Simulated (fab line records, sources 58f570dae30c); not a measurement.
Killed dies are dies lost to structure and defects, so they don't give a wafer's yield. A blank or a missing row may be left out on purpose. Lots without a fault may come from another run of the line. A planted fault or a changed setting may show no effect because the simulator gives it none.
Problem report in the 8D (eight disciplines) form, filled by code | flow berkeley_cmos170 | the parts of the form that need people (team, actions taken, sign-off) are left out

1. THE PROBLEM
oes_product_au at UCB170_NWELL_ETCH_13 reads a mean of 0.805 a.u. on 3 wafers of 2 lots; wafers without a fault read 0.935 a.u. with a standard deviation of 0.017. That is -7.6 standard deviations from the usual mean.
The step: etches Si3N4 in CH3F/Ar/O2, stops on SiO2, target depth 246.4 nm, time 154 s.
First seen on wafer L498.2, day 4 21:13, on rie_diel-03. The record holds 42 wafers of 14 lots with a number at this step. Rule for "out", or "out of limits": more than 4 standard deviations from the usual mean. The other wafers with a number count as sound.

2. WHAT IT IS AND WHAT IT IS NOT
question                    | is                     | is not
which readings at this step | oes_product_au         | drypump_motor_current_A, throttle_valve_pct
which lots                  | L498, L501             | L487, L488, L489, L491, L492, L493, L494, L497, L500, L504, L507, L509
which wafers of those lots  | L498.2, L498.5, L501.3 | L498.4, L501.1, L501.5
read on which tools         | rie_diel-03            | rie_diel-01, rie_diel-02
when                        | from day 4 21:13       | up to then (25 sound wafers); but 14 sound wafers of L500, L501, L504, L507, L509 came after

3. SUSPECTS, AND WHAT RULES EACH OUT
Counting: a tool at a process step up to the reading stays a suspect if it ran every lot that is out. Sound lots after the first of them don't rule it out here, since some wafers of a struck lot are sound.
- rie_diel-03 at UCB170_NWELL_ETCH_13 (etches Si3N4 in CH3F/Ar/O2, stops on SiO2, target depth 246.4 nm, time 154 s): kept. It ran every lot that is out, first L498 (day 4 21:13); its last sound lot up to then is L497 (day 4 14:46). Its own readings are out on those wafers: oes_product_au.
- Within rie_diel-03 at UCB170_NWELL_ETCH_13: the wafers that are out ran in chamber 3; their sound lot-mates ran in chamber 1.
Left after counting: rie_diel-03 at UCB170_NWELL_ETCH_13.

4. THE CAUSE (what the simulator had put in)
Process parameter drift: rie_diel-03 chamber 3, from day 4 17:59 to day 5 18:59, at UCB170_NWELL_ETCH_13. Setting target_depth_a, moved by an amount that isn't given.
Counting left only this tool.

5. THE CHAIN OF EFFECTS, in route order
Each row: a reading whose mean over the struck wafers that have a number lies more than 3 standard deviations from the usual. Only readings for which the record gives a usual standard deviation are gone through. hours: the time from each lot's start at the first step in this table that gives one to its start at this step, as a median over the lots. sigmas: the change in usual standard deviations.
hours | step                  | reading                  | usual      | on struck wafers | change | sigmas
0     | UCB170_NWELL_ETCH_13  | oes_product_au           | 0.935 a.u. | 0.805            | -0.130 | -7.6
0     | UCB170_NWELL_STRIP_15 | strip_time_to_endpoint_s | 18.02 s    | 16.91            | -1.11  | -14
The process steps in it:
- UCB170_NWELL_ETCH_13: etches Si3N4 in CH3F/Ar/O2, stops on SiO2, target depth 246.4 nm, time 154 s.
- UCB170_NWELL_STRIP_15: strips in O2.
Later measuring or inspecting steps at which every struck wafer that the step has a row for has a number for every such reading, and none has moved that far: UCB170_GATE_THK_MEAS_02.

6. WHAT WOULD HAVE CAUGHT IT SOONER
In this record the first reading out of limits was taken at day 4 21:13, 3 hours after the fault began at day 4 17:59.
